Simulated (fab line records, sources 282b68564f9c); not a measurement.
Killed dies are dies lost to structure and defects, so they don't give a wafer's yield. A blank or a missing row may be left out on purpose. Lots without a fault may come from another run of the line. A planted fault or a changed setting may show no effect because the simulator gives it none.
Which tool did it? | flow rit_cmos | 14 lots, 42 wafers sampled, at 2 steps of a route of 202

WHAT THE GAUGES READ, wafer by wafer
RIT_M1_CD_MEAS_90: target cd 2600 nm. Usual: cd_nm 2600.2 nm, standard deviation 2.8.
lot  | measured    | on        | cd_nm (nm)           | flag
L932 | day 3 18:05 | cd_sem-01 | 2601.4 2605.0 2597.5 |
L934 | day 3 19:37 | cd_sem-02 | 2599.1 2601.1 2600.7 |
L933 | day 3 19:52 | cd_sem-01 | 2593.4 2593.8 2593.1 |
L935 | day 4 05:11 | cd_sem-01 | 2598.4 2598.1 2597.2 |
L936 | day 4 10:23 | cd_sem-01 | 2596.2 2600.3 2598.6 |
L937 | day 4 15:00 | cd_sem-01 | 2597.6 2600.2 2601.6 |
L939 | day 5 00:15 | cd_sem-01 | 2596.1 2597.6 2600.7 |
L942 | day 5 13:28 | cd_sem-01 | 2596.0 2595.9 2595.4 |
L943 | day 5 19:40 | cd_sem-02 | 2601.9 2598.0 2598.7 |
L946 | day 6 08:24 | cd_sem-01 | 2592.7 2590.2 2603.1 |
L948 | day 6 18:02 | cd_sem-01 | 2603.0 2591.1 2600.1 |
L951 | day 7 09:27 | cd_sem-02 | 2599.5 2599.6 2597.2 |
L952 | day 7 14:01 | cd_sem-02 | 2598.7 2601.1 2602.1 |
L955 | day 8 10:01 | cd_sem-02 | 2600.4 2602.1 2600.4 |

WHICH TOOL RAN EACH LOT (tool, then ch and the chambers of the sampled wafers, then the start)
lot  | RIT_M1_METAL_ETCH_12
L932 | rie_metal-04 ch 0,1, day 3 17:32
L934 | rie_metal-03 ch 0,1, day 3 19:04
L933 | rie_metal-02 ch 0, day 3 19:22
L935 | rie_metal-04 ch 0,1, day 4 04:29
L936 | rie_metal-03 ch 0,1, day 4 09:41
L937 | rie_metal-02 ch 0,1, day 4 14:28
L939 | rie_metal-03 ch 0, day 4 23:34
L942 | rie_metal-03 ch 0,1, day 5 12:56
L943 | rie_metal-04 ch 0,1, day 5 19:08
L946 | rie_metal-04 ch 0,1, day 6 07:52
L948 | rie_metal-04 ch 0,1, day 6 17:30
L951 | rie_metal-02 ch 0,1, day 7 08:56
L952 | rie_metal-03 ch 0,1, day 7 13:29
L955 | rie_metal-03 ch 1, day 8 09:30
- RIT_M1_METAL_ETCH_12: etches Al in Cl2/BCl3, stops on SiO2, time 165 s, target depth 600 nm.

WHAT THE TOOLS THEMSELVES READ (means of the sampled wafers that have a number; where no wafer has one, the mark that the record gives instead)
RIT_M1_METAL_ETCH_12. Usual: drypump_motor_current_A 5.8 A, standard deviation 0.46; oes_product_au 0.777 a.u., standard deviation 0.012; rf_fwd_power_W 249.1 W, standard deviation 0.75; throttle_valve_pct 8.27 %, standard deviation 0.14.
lot  | tool         | drypump_motor_current_A (A) | oes_product_au (a.u.) | rf_fwd_power_W (W) | throttle_valve_pct (%) | flag
L932 | rie_metal-04 | 6.0                         | 0.788                 | 248.7              | 8.32                   |
L934 | rie_metal-03 | 5.7                         | 0.768                 | 249.6              | 8.21                   |
L933 | rie_metal-02 | 6.5                         | 0.779                 | 248.6              | 8.19                   |
L935 | rie_metal-04 | 6.0                         | 0.780                 | 249.6              | 8.41                   |
L936 | rie_metal-03 | 5.7                         | 0.765                 | 250.1              | 8.13                   |
L937 | rie_metal-02 | 6.0                         | 0.783                 | 249.8              | 8.23                   |
L939 | rie_metal-03 | 5.7                         | 0.762                 | 249.1              | 8.29                   |
L942 | rie_metal-03 | 5.7                         | 0.765                 | 249.0              | 8.12                   |
L943 | rie_metal-04 | 6.0                         | 0.779                 | 248.7              | 8.41                   |
L946 | rie_metal-04 | 6.0                         | 0.784                 | 248.9              | 8.42                   |
L948 | rie_metal-04 | 6.1                         | 0.785                 | 249.9              | 8.32                   |
L951 | rie_metal-02 | 6.0                         | 0.783                 | 247.9              | 8.22                   |
L952 | rie_metal-03 | 5.7                         | 0.767                 | 249.4              | 8.12                   |
L955 | rie_metal-03 | 5.7                         | 0.762                 | 248.3              | 8.05                   |

THE ANSWER, worked out from the rows above alone
Rule: a lot is off if the mean of its wafers that have a number lies more than 3 standard deviations from the usual mean. A lot without any number at a reading at which 4 lots or more have one is off too. The other lots that the step has rows for count as sound. The gauges are gone through in route order, then the tools' own readings, and for those a lot's mean is taken as printed above. The first step at which some lot is off is used, and at that step the reading that is off furthest; a lot without a number counts as furthest.
No lot is off at any reading shown: from this, nothing can be told.

WHAT THE SIMULATOR HAD PUT IN
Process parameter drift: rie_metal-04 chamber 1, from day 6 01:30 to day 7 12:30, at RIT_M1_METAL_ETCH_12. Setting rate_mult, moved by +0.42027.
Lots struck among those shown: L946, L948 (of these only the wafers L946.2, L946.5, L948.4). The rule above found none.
